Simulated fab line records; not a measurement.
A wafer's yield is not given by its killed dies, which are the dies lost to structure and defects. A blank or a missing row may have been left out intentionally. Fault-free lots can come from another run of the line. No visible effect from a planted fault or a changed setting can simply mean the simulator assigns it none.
fab line records :: flow rit-cmos
record
  lots=11
  wafers=33
  last-day=7
route steps=202 shown ACTIVE@3 NRETRO@62 NSD@158 CONTACT@180 M1@202
lots that met no fault: taken from a fault-free run of the same line
start-h: start of the lot's first displayed wafer, in hours after the record's first day :: wait-h: hours since the lot's step before :: " repeats the value in the row above :: L1.1+2: a row that stands for several wafers :: - value missing, or start not given :: * or withheld: withheld :: < > ~ a bound
route shown NAME@n: a module of which the file shows steps, and the number in the route of the first :: usual: average and standard deviation across the fault-free wafers :: same: alike in all rows :: chamber/n: place in a boat :: sites: per-site readings :: _std_site: the standard deviation of these :: _edge_site: outer sites' mean less inner sites' :: radius-mm: for every site, how far away it sits from the centre of the wafer :: mask NAME#n: copy n :: behind: the tool/chamber that last shaped the wafer :: hold: what put the lot on hold/how long, in hours/how the hold closed :: device: whichever transistor did not switch (one of n, p or np) :: end of line: at the end of the route, the tests of the same wafers :: step lacking rows: just its recipe :: killed: not the wafer's yield, but the dies lost to structure and defects at the first sort :: map: a wafer's dies, x killed, . not, _ none there
set.NAME: the setting that was run; set.NAME@STEP: the one run at that earlier step :: model.NAME: the simulator's own value behind a step, which no gauge read
route steps across a sampled set of lots; one table per step, one row per wafer
services: a tool's chamber out of use, with start hour (start-h, from the record's first day; less than 0 if before it), hours out, and reason
## steps
# step RIT_ACTIVE_THK_MEAS_02
# recipe
  reads=SiO2_of_ACTIVE_OXIDATION_01
# usual
  ACTIVE_OXIDE_THK=51.3/0.77
lot.wafer: L919.1
tool: film-metro-01
chamber: -
start-h: 12.05
wait-h: 0.0
ACTIVE_OXIDE_THK[nm]: 52.2

lot.wafer: L919.4
tool: film-metro-01
chamber: -
start-h: 12.05
wait-h: 0.0
ACTIVE_OXIDE_THK[nm]: 51.9

lot.wafer: L919.6
tool: film-metro-01
chamber: -
start-h: 12.05
wait-h: 0.0
ACTIVE_OXIDE_THK[nm]: 51.2

lot.wafer: L920.2
tool: film-metro-04
chamber: -
start-h: 18.22
wait-h: 0.0
ACTIVE_OXIDE_THK[nm]: 50.2

lot.wafer: L920.3
tool: film-metro-04
chamber: -
start-h: 18.22
wait-h: 0.0
ACTIVE_OXIDE_THK[nm]: 50.4

lot.wafer: L920.6
tool: film-metro-04
chamber: -
start-h: 18.22
wait-h: 0.0
ACTIVE_OXIDE_THK[nm]: 50.6

lot.wafer: L921.2
tool: film-metro-01
chamber: -
start-h: 22.06
wait-h: 0.0
ACTIVE_OXIDE_THK[nm]: 50.7

lot.wafer: L921.3
tool: film-metro-01
chamber: -
start-h: 22.06
wait-h: 0.0
ACTIVE_OXIDE_THK[nm]: 51.1

lot.wafer: L921.4
tool: film-metro-01
chamber: -
start-h: 22.06
wait-h: 0.0
ACTIVE_OXIDE_THK[nm]: 50.9

lot.wafer: L922.3
tool: film-metro-04
chamber: -
start-h: 27.07
wait-h: 0.0
ACTIVE_OXIDE_THK[nm]: 51.7

lot.wafer: L922.4
tool: film-metro-04
chamber: -
start-h: 27.07
wait-h: 0.0
ACTIVE_OXIDE_THK[nm]: 52.0

lot.wafer: L922.6
tool: film-metro-04
chamber: -
start-h: 27.07
wait-h: 0.0
ACTIVE_OXIDE_THK[nm]: 51.8

lot.wafer: L923.1
tool: film-metro-01
chamber: -
start-h: 33.51
wait-h: 0.0
ACTIVE_OXIDE_THK[nm]: 50.6

lot.wafer: L923.4
tool: film-metro-01
chamber: -
start-h: 33.51
wait-h: 0.0
ACTIVE_OXIDE_THK[nm]: 51.6

lot.wafer: L923.5
tool: film-metro-01
chamber: -
start-h: 33.51
wait-h: 0.0
ACTIVE_OXIDE_THK[nm]: 51.6

lot.wafer: L930.1
tool: film-metro-01
chamber: -
start-h: 67.05
wait-h: 0.0
ACTIVE_OXIDE_THK[nm]: 52.1

lot.wafer: L930.2
tool: film-metro-01
chamber: -
start-h: 67.05
wait-h: 0.0
ACTIVE_OXIDE_THK[nm]: 51.6

lot.wafer: L930.5
tool: film-metro-01
chamber: -
start-h: 67.05
wait-h: 0.0
ACTIVE_OXIDE_THK[nm]: 51.7

lot.wafer: L931.4
tool: film-metro-04
chamber: -
start-h: 72.08
wait-h: 0.0
ACTIVE_OXIDE_THK[nm]: 52.1

lot.wafer: L931.5
tool: film-metro-04
chamber: -
start-h: 72.08
wait-h: 0.0
ACTIVE_OXIDE_THK[nm]: 51.6

lot.wafer: L931.6
tool: film-metro-04
chamber: -
start-h: 72.08
wait-h: 0.0
ACTIVE_OXIDE_THK[nm]: 50.9

lot.wafer: L937.1
tool: film-metro-04
chamber: -
start-h: 103.91
wait-h: 0.0
ACTIVE_OXIDE_THK[nm]: 51.2

lot.wafer: L937.3
tool: film-metro-04
chamber: -
start-h: 103.91
wait-h: 0.0
ACTIVE_OXIDE_THK[nm]: 51.0

lot.wafer: L937.4
tool: film-metro-04
chamber: -
start-h: 103.91
wait-h: 0.0
ACTIVE_OXIDE_THK[nm]: 50.7

lot.wafer: L939.1
tool: film-metro-01
chamber: -
start-h: 112.31
wait-h: 0.0
ACTIVE_OXIDE_THK[nm]: 50.3

lot.wafer: L939.2
tool: film-metro-01
chamber: -
start-h: 112.31
wait-h: 0.0
ACTIVE_OXIDE_THK[nm]: 50.2

lot.wafer: L939.3
tool: film-metro-01
chamber: -
start-h: 112.31
wait-h: 0.0
ACTIVE_OXIDE_THK[nm]: 50.2

lot.wafer: L940.1
tool: film-metro-03
chamber: -
start-h: 118.26
wait-h: 0.0
ACTIVE_OXIDE_THK[nm]: 50.9

lot.wafer: L940.3
tool: film-metro-03
chamber: -
start-h: 118.26
wait-h: 0.0
ACTIVE_OXIDE_THK[nm]: 51.0

lot.wafer: L940.6
tool: film-metro-03
chamber: -
start-h: 118.26
wait-h: 0.0
ACTIVE_OXIDE_THK[nm]: 51.1

lot.wafer: L941.1
tool: film-metro-04
chamber: -
start-h: 122.92
wait-h: 0.0
ACTIVE_OXIDE_THK[nm]: 51.9

lot.wafer: L941.2
tool: film-metro-04
chamber: -
start-h: 122.92
wait-h: 0.0
ACTIVE_OXIDE_THK[nm]: 51.8

lot.wafer: L941.6
tool: film-metro-04
chamber: -
start-h: 122.92
wait-h: 0.0
ACTIVE_OXIDE_THK[nm]: 51.6
# step RIT_NRETRO_STRIP_09
# recipe
  chemistry=O2
  time-s=180
  resist=NOVOLAK
  platen-temp-c=withheld
  power-w=500
  pressure-mtorr=4000
  o2-flow-sccm=4000
# usual
  drypump-motor-current-A=5.9/0.31
  rf-refl-power-W=6.0/1.2
lot.wafer: L919.1
tool: plasma-asher-04
chamber: 1
start-h: 32.40
wait-h: 0.1
drypump-motor-current-A: 5.3
rf-hours-counter-h: 39
rf-refl-power-W: 4.8

lot.wafer: L919.4
tool: plasma-asher-04
chamber: 1
start-h: 32.40
wait-h: 0.1
drypump-motor-current-A: 5.3
rf-hours-counter-h: -
rf-refl-power-W: 5.0

lot.wafer: L919.6
tool: plasma-asher-04
chamber: 1
start-h: 32.40
wait-h: 0.1
drypump-motor-current-A: 5.3
rf-hours-counter-h: -
rf-refl-power-W: 4.9

lot.wafer: L920.2
tool: plasma-asher-04
chamber: 0
start-h: 36.53
wait-h: 0.1
drypump-motor-current-A: 6.1
rf-hours-counter-h: 40
rf-refl-power-W: 7.1

lot.wafer: L920.3
tool: plasma-asher-04
chamber: 1
start-h: 36.53
wait-h: 0.1
drypump-motor-current-A: 5.3
rf-hours-counter-h: -
rf-refl-power-W: 4.8

lot.wafer: L920.6
tool: plasma-asher-04
chamber: 1
start-h: 36.53
wait-h: 0.1
drypump-motor-current-A: 5.3
rf-hours-counter-h: -
rf-refl-power-W: 4.8

lot.wafer: L921.2
tool: plasma-asher-02
chamber: 1
start-h: 40.28
wait-h: 0.1
drypump-motor-current-A: 5.7
rf-hours-counter-h: 27
rf-refl-power-W: 5.1

lot.wafer: L921.3
tool: plasma-asher-02
chamber: 0
start-h: 40.28
wait-h: 0.1
drypump-motor-current-A: 5.7
rf-hours-counter-h: -
rf-refl-power-W: 4.0

lot.wafer: L921.4
tool: plasma-asher-02
chamber: 1
start-h: 40.28
wait-h: 0.1
drypump-motor-current-A: 5.6
rf-hours-counter-h: -
rf-refl-power-W: 5.3

lot.wafer: L922.3
tool: plasma-asher-03
chamber: 0
start-h: 46.37
wait-h: 0.1
drypump-motor-current-A: 6.2
rf-hours-counter-h: -
rf-refl-power-W: 6.7

lot.wafer: L922.4
tool: plasma-asher-03
chamber: 1
start-h: 46.37
wait-h: 0.1
drypump-motor-current-A: 6.1
rf-hours-counter-h: -
rf-refl-power-W: 6.9

lot.wafer: L922.6
tool: plasma-asher-03
chamber: 0
start-h: 46.37
wait-h: 0.1
drypump-motor-current-A: 6.2
rf-hours-counter-h: -
rf-refl-power-W: 6.7

lot.wafer: L923.1
tool: plasma-asher-02
chamber: 0
start-h: 53.15
wait-h: 0.1
drypump-motor-current-A: 5.6
rf-hours-counter-h: 28
rf-refl-power-W: 4.2

lot.wafer: L923.4
tool: plasma-asher-02
chamber: 1
start-h: 53.15
wait-h: 0.1
drypump-motor-current-A: 5.7
rf-hours-counter-h: -
rf-refl-power-W: 5.1

lot.wafer: L923.5
tool: plasma-asher-02
chamber: 0
start-h: 53.15
wait-h: 0.1
drypump-motor-current-A: 5.6
rf-hours-counter-h: -
rf-refl-power-W: 4.1

lot.wafer: L930.1
tool: plasma-asher-03
chamber: 1
start-h: 87.83
wait-h: 0.1
drypump-motor-current-A: 6.0
rf-hours-counter-h: 41
rf-refl-power-W: 6.8

lot.wafer: L930.2
tool: plasma-asher-03
chamber: 0
start-h: 87.83
wait-h: 0.1
drypump-motor-current-A: 6.2
rf-hours-counter-h: 41
rf-refl-power-W: 6.9

lot.wafer: L930.5
tool: plasma-asher-03
chamber: 0
start-h: 87.83
wait-h: 0.1
drypump-motor-current-A: 6.2
rf-hours-counter-h: -
rf-refl-power-W: 7.1

lot.wafer: L931.4
tool: plasma-asher-03
chamber: 1
start-h: 100.49
wait-h: 0.1
drypump-motor-current-A: 6.1
rf-hours-counter-h: -
rf-refl-power-W: 6.9

lot.wafer: L931.5
tool: plasma-asher-03
chamber: 0
start-h: 100.49
wait-h: 0.1
drypump-motor-current-A: 6.1
rf-hours-counter-h: -
rf-refl-power-W: 6.8

lot.wafer: L931.6
tool: plasma-asher-03
chamber: 1
start-h: 100.49
wait-h: 0.1
drypump-motor-current-A: 6.1
rf-hours-counter-h: -
rf-refl-power-W: 7.0

lot.wafer: L937.1
tool: plasma-asher-02
chamber: 1
start-h: 122.54
wait-h: 0.1
drypump-motor-current-A: 5.6
rf-hours-counter-h: 33
rf-refl-power-W: 5.3

lot.wafer: L937.3
tool: plasma-asher-02
chamber: 0
start-h: 122.54
wait-h: 0.1
drypump-motor-current-A: 5.6
rf-hours-counter-h: -
rf-refl-power-W: 4.2

lot.wafer: L937.4
tool: plasma-asher-02
chamber: 1
start-h: 122.54
wait-h: 0.1
drypump-motor-current-A: 5.7
rf-hours-counter-h: -
rf-refl-power-W: 5.3

lot.wafer: L939.1
tool: plasma-asher-02
chamber: 1
start-h: 133.53
wait-h: 0.1
drypump-motor-current-A: 5.6
rf-hours-counter-h: 34
rf-refl-power-W: 5.2

lot.wafer: L939.2
tool: plasma-asher-02
chamber: 0
start-h: 133.53
wait-h: 0.1
drypump-motor-current-A: 5.6
rf-hours-counter-h: 34
rf-refl-power-W: 4.1

lot.wafer: L939.3
tool: plasma-asher-02
chamber: 1
start-h: 133.53
wait-h: 0.1
drypump-motor-current-A: 5.7
rf-hours-counter-h: -
rf-refl-power-W: 5.2

lot.wafer: L940.1
tool: plasma-asher-02
chamber: 0
start-h: 136.56
wait-h: 0.1
drypump-motor-current-A: 5.7
rf-hours-counter-h: 35
rf-refl-power-W: 4.0

lot.wafer: L940.3
tool: plasma-asher-02
chamber: 0
start-h: 136.56
wait-h: 0.1
drypump-motor-current-A: 5.7
rf-hours-counter-h: -
rf-refl-power-W: 4.1

lot.wafer: L940.6
tool: plasma-asher-02
chamber: 0
start-h: 136.56
wait-h: 0.1
drypump-motor-current-A: 5.6
rf-hours-counter-h: -
rf-refl-power-W: 4.0

lot.wafer: L941.1
tool: plasma-asher-04
chamber: 1
start-h: 141.35
wait-h: 0.1
drypump-motor-current-A: 5.3
rf-hours-counter-h: 3
rf-refl-power-W: 4.7

lot.wafer: L941.2
tool: plasma-asher-04
chamber: 0
start-h: 141.35
wait-h: 0.1
drypump-motor-current-A: 6.1
rf-hours-counter-h: 3
rf-refl-power-W: 6.9

lot.wafer: L941.6
tool: plasma-asher-04
chamber: 0
start-h: 141.35
wait-h: 0.1
drypump-motor-current-A: 6.1
rf-hours-counter-h: -
rf-refl-power-W: 6.9
# step RIT_SDANNEAL_RS_MEAS_05
# recipe
  thk-meas-gauge=four-point-probe
# usual
  NSD_RS=83.5/0.36
lot.wafer: L919.1
tool: film-metro-01
chamber: -
start-h: 51.90
wait-h: 0.1
NSD_RS[ohm/sq]: 82.8

lot.wafer: L919.4
tool: film-metro-01
chamber: -
start-h: 51.90
wait-h: 0.1
NSD_RS[ohm/sq]: 83.0

lot.wafer: L919.6
tool: film-metro-01
chamber: -
start-h: 51.90
wait-h: 0.1
NSD_RS[ohm/sq]: 83.0

lot.wafer: L920.2
tool: film-metro-03
chamber: -
start-h: 58.71
wait-h: 0.1
NSD_RS[ohm/sq]: 83.1

lot.wafer: L920.3
tool: film-metro-03
chamber: -
start-h: 58.71
wait-h: 0.1
NSD_RS[ohm/sq]: 83.3

lot.wafer: L920.6
tool: film-metro-03
chamber: -
start-h: 58.71
wait-h: 0.1
NSD_RS[ohm/sq]: 83.5

lot.wafer: L921.2
tool: film-metro-01
chamber: -
start-h: 61.34
wait-h: 0.1
NSD_RS[ohm/sq]: 83.8

lot.wafer: L921.3
tool: film-metro-01
chamber: -
start-h: 61.34
wait-h: 0.1
NSD_RS[ohm/sq]: 83.6

lot.wafer: L921.4
tool: film-metro-01
chamber: -
start-h: 61.34
wait-h: 0.1
NSD_RS[ohm/sq]: 83.4

lot.wafer: L922.3
tool: film-metro-03
chamber: -
start-h: 68.94
wait-h: 0.1
NSD_RS[ohm/sq]: 83.1

lot.wafer: L922.4
tool: film-metro-03
chamber: -
start-h: 68.94
wait-h: 0.1
NSD_RS[ohm/sq]: 83.3

lot.wafer: L922.6
tool: film-metro-03
chamber: -
start-h: 68.94
wait-h: 0.1
NSD_RS[ohm/sq]: 83.1

lot.wafer: L923.1
tool: film-metro-04
chamber: -
start-h: 74.49
wait-h: 0.1
NSD_RS[ohm/sq]: 83.9

lot.wafer: L923.4
tool: film-metro-04
chamber: -
start-h: 74.49
wait-h: 0.1
NSD_RS[ohm/sq]: 84.2

lot.wafer: L923.5
tool: film-metro-04
chamber: -
start-h: 74.49
wait-h: 0.1
NSD_RS[ohm/sq]: 84.0

lot.wafer: L930.1
tool: film-metro-01
chamber: -
start-h: 111.46
wait-h: 0.1
NSD_RS[ohm/sq]: 83.8

lot.wafer: L930.2
tool: film-metro-01
chamber: -
start-h: 111.46
wait-h: 0.1
NSD_RS[ohm/sq]: 83.7

lot.wafer: L930.5
tool: film-metro-01
chamber: -
start-h: 111.46
wait-h: 0.1
NSD_RS[ohm/sq]: 83.7

lot.wafer: L931.4
tool: film-metro-04
chamber: -
start-h: 124.44
wait-h: 0.1
NSD_RS[ohm/sq]: 83.7

lot.wafer: L931.5
tool: film-metro-04
chamber: -
start-h: 124.44
wait-h: 0.1
NSD_RS[ohm/sq]: 83.9

lot.wafer: L931.6
tool: film-metro-04
chamber: -
start-h: 124.44
wait-h: 0.1
NSD_RS[ohm/sq]: 83.7

lot.wafer: L937.1
tool: film-metro-01
chamber: -
start-h: 144.27
wait-h: 0.1
NSD_RS[ohm/sq]: 83.7

lot.wafer: L937.3
tool: film-metro-01
chamber: -
start-h: 144.27
wait-h: 0.1
NSD_RS[ohm/sq]: 83.9

lot.wafer: L937.4
tool: film-metro-01
chamber: -
start-h: 144.27
wait-h: 0.1
NSD_RS[ohm/sq]: 83.4

lot.wafer: L939.1
tool: film-metro-04
chamber: -
start-h: 153.56
wait-h: 0.1
NSD_RS[ohm/sq]: 83.2

lot.wafer: L939.2
tool: film-metro-04
chamber: -
start-h: 153.56
wait-h: 0.1
NSD_RS[ohm/sq]: 83.2

lot.wafer: L939.3
tool: film-metro-04
chamber: -
start-h: 153.56
wait-h: 0.1
NSD_RS[ohm/sq]: 83.1

lot.wafer: L940.1
tool: film-metro-01
chamber: -
start-h: 156.81
wait-h: 0.1
NSD_RS[ohm/sq]: 83.4

lot.wafer: L940.3
tool: film-metro-01
chamber: -
start-h: 156.81
wait-h: 0.1
NSD_RS[ohm/sq]: 83.4

lot.wafer: L940.6
tool: film-metro-01
chamber: -
start-h: 156.81
wait-h: 0.1
NSD_RS[ohm/sq]: 83.7

lot.wafer: L941.1
tool: film-metro-03
chamber: -
start-h: 164.32
wait-h: 0.1
NSD_RS[ohm/sq]: 83.3

lot.wafer: L941.2
tool: film-metro-03
chamber: -
start-h: 164.32
wait-h: 0.1
NSD_RS[ohm/sq]: 83.3

lot.wafer: L941.6
tool: film-metro-03
chamber: -
start-h: 164.32
wait-h: 0.1
NSD_RS[ohm/sq]: 83.0
# step RIT_CONTACT_STRIP_12
# recipe
  chemistry=O2
  time-s=180
  resist=NOVOLAK
  platen-temp-c=withheld
  power-w=500
  pressure-mtorr=4000
  o2-flow-sccm=4000
# usual
  drypump-motor-current-A=5.69/0.2
  rf-refl-power-W=6.4/1.5
lot.wafer: L919.1
tool: plasma-asher-02
chamber: 1
start-h: 54.50
wait-h: 0.1
drypump-motor-current-A: 5.64
rf-hours-counter-h: 28
rf-refl-power-W: 5.1

lot.wafer: L919.4
tool: plasma-asher-02
chamber: 0
start-h: 54.50
wait-h: 0.1
drypump-motor-current-A: 5.60
rf-hours-counter-h: -
rf-refl-power-W: 4.0

lot.wafer: L919.6
tool: plasma-asher-02
chamber: 1
start-h: 54.50
wait-h: 0.1
drypump-motor-current-A: 5.64
rf-hours-counter-h: -
rf-refl-power-W: 5.5

lot.wafer: L920.2
tool: plasma-asher-01
chamber: 1
start-h: 61.21
wait-h: 0.1
drypump-motor-current-A: 5.74
rf-hours-counter-h: 43
rf-refl-power-W: 8.6

lot.wafer: L920.3
tool: plasma-asher-01
chamber: 1
start-h: 61.21
wait-h: 0.1
drypump-motor-current-A: 5.76
rf-hours-counter-h: -
rf-refl-power-W: 8.6

lot.wafer: L920.6
tool: plasma-asher-01
chamber: 0
start-h: 61.21
wait-h: 0.1
drypump-motor-current-A: 5.71
rf-hours-counter-h: -
rf-refl-power-W: 6.8

lot.wafer: L921.2
tool: plasma-asher-01
chamber: 0
start-h: 63.78
wait-h: 0.1
drypump-motor-current-A: 5.66
rf-hours-counter-h: 43
rf-refl-power-W: 6.6

lot.wafer: L921.3
tool: plasma-asher-01
chamber: 0
start-h: 63.78
wait-h: 0.1
drypump-motor-current-A: 5.66
rf-hours-counter-h: -
rf-refl-power-W: 6.6

lot.wafer: L921.4
tool: plasma-asher-01
chamber: 1
start-h: 63.78
wait-h: 0.1
drypump-motor-current-A: 5.78
rf-hours-counter-h: -
rf-refl-power-W: 8.6

lot.wafer: L922.3
tool: plasma-asher-01
chamber: 0
start-h: 71.55
wait-h: 0.2
drypump-motor-current-A: 5.67
rf-hours-counter-h: -
rf-refl-power-W: 6.6

lot.wafer: L922.4
tool: plasma-asher-01
chamber: 1
start-h: 71.55
wait-h: 0.2
drypump-motor-current-A: 5.77
rf-hours-counter-h: -
rf-refl-power-W: 8.7

lot.wafer: L922.6
tool: plasma-asher-01
chamber: 0
start-h: 71.55
wait-h: 0.2
drypump-motor-current-A: 5.66
rf-hours-counter-h: -
rf-refl-power-W: 6.8

lot.wafer: L923.1
tool: plasma-asher-01
chamber: 0
start-h: 76.95
wait-h: 0.1
drypump-motor-current-A: 5.69
rf-hours-counter-h: 44
rf-refl-power-W: 7.0

lot.wafer: L923.4
tool: plasma-asher-01
chamber: 1
start-h: 76.95
wait-h: 0.1
drypump-motor-current-A: 5.70
rf-hours-counter-h: -
rf-refl-power-W: 8.7

lot.wafer: L923.5
tool: plasma-asher-01
chamber: 0
start-h: 76.95
wait-h: 0.1
drypump-motor-current-A: 5.69
rf-hours-counter-h: -
rf-refl-power-W: 6.7

lot.wafer: L930.1
tool: plasma-asher-01
chamber: 0
start-h: 113.91
wait-h: 0.1
drypump-motor-current-A: 5.65
rf-hours-counter-h: 49
rf-refl-power-W: 6.8

lot.wafer: L930.2
tool: plasma-asher-01
chamber: 1
start-h: 113.91
wait-h: 0.1
drypump-motor-current-A: 5.74
rf-hours-counter-h: 49
rf-refl-power-W: 8.3

lot.wafer: L930.5
tool: plasma-asher-01
chamber: 0
start-h: 113.91
wait-h: 0.1
drypump-motor-current-A: 5.66
rf-hours-counter-h: -
rf-refl-power-W: 7.2

lot.wafer: L931.4
tool: plasma-asher-02
chamber: 0
start-h: 126.90
wait-h: 0.2
drypump-motor-current-A: 5.65
rf-hours-counter-h: -
rf-refl-power-W: 4.2

lot.wafer: L931.5
tool: plasma-asher-02
chamber: 1
start-h: 126.90
wait-h: 0.2
drypump-motor-current-A: 5.65
rf-hours-counter-h: -
rf-refl-power-W: 5.3

lot.wafer: L931.6
tool: plasma-asher-02
chamber: 0
start-h: 126.90
wait-h: 0.2
drypump-motor-current-A: 5.65
rf-hours-counter-h: -
rf-refl-power-W: 4.1

lot.wafer: L937.1
tool: plasma-asher-04
chamber: 1
start-h: 146.73
wait-h: 0.1
drypump-motor-current-A: 5.32
rf-hours-counter-h: 3
rf-refl-power-W: 5.2

lot.wafer: L937.3
tool: plasma-asher-04
chamber: 1
start-h: 146.73
wait-h: 0.1
drypump-motor-current-A: 5.32
rf-hours-counter-h: -
rf-refl-power-W: 4.7

lot.wafer: L937.4
tool: plasma-asher-04
chamber: 0
start-h: 146.73
wait-h: 0.1
drypump-motor-current-A: 6.06
rf-hours-counter-h: -
rf-refl-power-W: 7.2

lot.wafer: L939.1
tool: plasma-asher-02
chamber: 1
start-h: 156.22
wait-h: 0.1
drypump-motor-current-A: 5.65
rf-hours-counter-h: 37
rf-refl-power-W: 5.2

lot.wafer: L939.2
tool: plasma-asher-02
chamber: 0
start-h: 156.22
wait-h: 0.1
drypump-motor-current-A: 5.59
rf-hours-counter-h: 37
rf-refl-power-W: 4.0

lot.wafer: L939.3
tool: plasma-asher-02
chamber: 1
start-h: 156.22
wait-h: 0.1
drypump-motor-current-A: 5.64
rf-hours-counter-h: -
rf-refl-power-W: 5.3

lot.wafer: L940.1
tool: plasma-asher-01
chamber: 0
start-h: 159.39
wait-h: 0.1
drypump-motor-current-A: 5.64
rf-hours-counter-h: 54
rf-refl-power-W: 6.9

lot.wafer: L940.3
tool: plasma-asher-01
chamber: 0
start-h: 159.39
wait-h: 0.1
drypump-motor-current-A: 5.65
rf-hours-counter-h: -
rf-refl-power-W: 6.5

lot.wafer: L940.6
tool: plasma-asher-01
chamber: 0
start-h: 159.39
wait-h: 0.1
drypump-motor-current-A: 5.67
rf-hours-counter-h: -
rf-refl-power-W: 6.8

lot.wafer: L941.1
tool: plasma-asher-04
chamber: 1
start-h: 166.78
wait-h: 0.1
drypump-motor-current-A: 5.30
rf-hours-counter-h: 6
rf-refl-power-W: 5.0

lot.wafer: L941.2
tool: plasma-asher-04
chamber: 0
start-h: 166.78
wait-h: 0.1
drypump-motor-current-A: 6.09
rf-hours-counter-h: 6
rf-refl-power-W: 7.2

lot.wafer: L941.6
tool: plasma-asher-04
chamber: 1
start-h: 166.78
wait-h: 0.1
drypump-motor-current-A: 5.34
rf-hours-counter-h: -
rf-refl-power-W: 5.2
# step RIT_M1_PROBE_99
# usual
  killed_at_M0_to_M3=0.0/0.25
  killed-at-contacts=0.0/0.18
  killed-at-front-end=7/3.4
  killed-dies=7/3.4
  killed-on-rim=1.8/1.3
  killed-open=3.7/2.2
  killed-short=3.6/2.2
# same
  gross-dies=264
  killed_at_M4_up=0
  killed-at-back-side=0
  killed-at-other=0
lot.wafer: L930.1
tool: prober-01
chamber: -
start-h: 118.60
wait-h: 0.1
killed_at_M0_to_M3: 0
killed-at-contacts: 0
killed-at-front-end: 7
killed-dies: 7
killed-on-rim: 1
killed-open: 4
killed-short: 3

lot.wafer: L930.2
tool: prober-01
chamber: -
start-h: 118.65
wait-h: 0.1
killed_at_M0_to_M3: 0
killed-at-contacts: 0
killed-at-front-end: 23
killed-dies: 23
killed-on-rim: 11
killed-open: 5
killed-short: 2

lot.wafer: L930.5
tool: prober-01
chamber: -
start-h: 118.80
wait-h: 0.2
killed_at_M0_to_M3: 0
killed-at-contacts: 0
killed-at-front-end: 34
killed-dies: 34
killed-on-rim: 9
killed-open: 11
killed-short: 7

lot.wafer: L931.4
tool: prober-02
chamber: -
start-h: 131.86
wait-h: 0.2
killed_at_M0_to_M3: 0
killed-at-contacts: 0
killed-at-front-end: 5
killed-dies: 5
killed-on-rim: 0
killed-open: 4
killed-short: 1

lot.wafer: L931.5
tool: prober-02
chamber: -
start-h: 131.91
wait-h: 0.2
killed_at_M0_to_M3: 0
killed-at-contacts: 0
killed-at-front-end: 26
killed-dies: 26
killed-on-rim: 12
killed-open: 5
killed-short: 6

lot.wafer: L931.6
tool: prober-02
chamber: -
start-h: 131.96
wait-h: 0.2
killed_at_M0_to_M3: 0
killed-at-contacts: 0
killed-at-front-end: 5
killed-dies: 5
killed-on-rim: 2
killed-open: 1
killed-short: 4

lot.wafer: L939.1
tool: prober-02
chamber: -
start-h: 160.92
wait-h: 0.1
killed_at_M0_to_M3: 0
killed-at-contacts: 0
killed-at-front-end: 8
killed-dies: 8
killed-on-rim: 3
killed-open: 3
killed-short: 5

lot.wafer: L939.2
tool: prober-02
chamber: -
start-h: 160.97
wait-h: 0.1
killed_at_M0_to_M3: 0
killed-at-contacts: 0
killed-at-front-end: 6
killed-dies: 6
killed-on-rim: 4
killed-open: 1
killed-short: 5

lot.wafer: L939.3
tool: prober-02
chamber: -
start-h: 161.02
wait-h: 0.2
killed_at_M0_to_M3: 0
killed-at-contacts: 0
killed-at-front-end: 4
killed-dies: 4
killed-on-rim: 1
killed-open: 1
killed-short: 3
# killed by level:class
L930.1 FOX1:geometric-particle:short=3 GATE:geometric-particle:open=3 FOX1:geometric-particle:open=1
L930.2 NRETRO:unspecified=16 GATE:geometric-particle:open=2 REOX:geometric-particle:open=2 FOX1:geometric-particle:open=1 FOX1:geometric-particle:short=1 REOX:geometric-particle:short=1
L930.5 NRETRO:unspecified=16 REOX:geometric-particle:open=3 FOX1:geometric-particle:open=2 FOX2:geometric-particle:open=2 GATE:geometric-particle:short=2 SILICIDE:geometric-particle:open=2 SILICIDE:geometric-particle:short=2 FOX2:geometric-particle:short=1
L931.4 GATE:geometric-particle:open=2 SPACER:geometric-particle:open=2 FOX1:geometric-particle:short=1
L931.5 NRETRO:unspecified=15 GATE:geometric-particle:short=3 FOX1:geometric-particle:short=2 GATE:geometric-particle:open=2 SPACER:geometric-particle:open=2 FOX2:geometric-particle:short=1 FOX2:geometric-particle:open=1
L931.6 GATE:geometric-particle:short=3 FOX2:geometric-particle:short=1 REOX:geometric-particle:open=1
L939.1 FOX2:geometric-particle:short=3 SPACER:geometric-particle:open=2 REOX:geometric-particle:open=1 REOX:geometric-particle:short=1 SPACER:geometric-particle:short=1
L939.2 SPACER:geometric-particle:short=3 REOX:geometric-particle:open=1 REOX:geometric-particle:short=1 SILICIDE:geometric-particle:short=1
L939.3 FOX1:geometric-particle:short=1 GATE:geometric-particle:short=1 REOX:geometric-particle:open=1 SPACER:geometric-particle:short=1
## services
tool: plasma-asher-03
chamber: -
start-h: 23.76
hours: 2.9
kind: repair

tool: plasma-asher-02
chamber: -
start-h: 104.47
hours: 14.6
kind: pm

tool: plasma-asher-04
chamber: -
start-h: 108.84
hours: 9.0
kind: pm

tool: plasma-asher-04
chamber: 0
start-h: 108.84
hours: 9.0
kind: vent-cycle

tool: plasma-asher-04
chamber: 1
start-h: 108.84
hours: 9.0
kind: vent-cycle

tool: plasma-asher-04
chamber: 0
start-h: 117.84
hours: -
kind: clean

tool: plasma-asher-04
chamber: 1
start-h: 117.84
hours: -
kind: clean
## key
first-sign
  step=RIT_M1_PROBE_99
  reading=killed-at-front-end
  direction=up
  sigmas=6
  usual=7
  struck=28
effect
  step=RIT_M1_PROBE_99
  reading=killed-dies
  direction=up
  sigmas=5.9
  usual=7
  struck=28
met-at RIT_NRETRO_STRIP_09
struck-lots L930,L931
struck-wafers L930.2,L930.5,L931.5
tester-left-out L930,L931
not-acting-at RIT_ACTIVE_THK_MEAS_02,RIT_SDANNEAL_RS_MEAS_05,RIT_CONTACT_STRIP_12
onset-between 46.37 87.83
fault
  kind=chamber-particle-source
  tool=plasma-asher-03
  chamber=0
  onset-h=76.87
  steps=RIT_NRETRO_STRIP_09
  rate-per-visit-cm2=1.3973
  end-h=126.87
# tester-left-out: of these lots the tester's yield and bins aren't shown, on N5 and GAA mostly nor the transistor test; their killed dies are dies lost to structure and defects alone, not to doping, threshold or leakage, so they don't give the yield
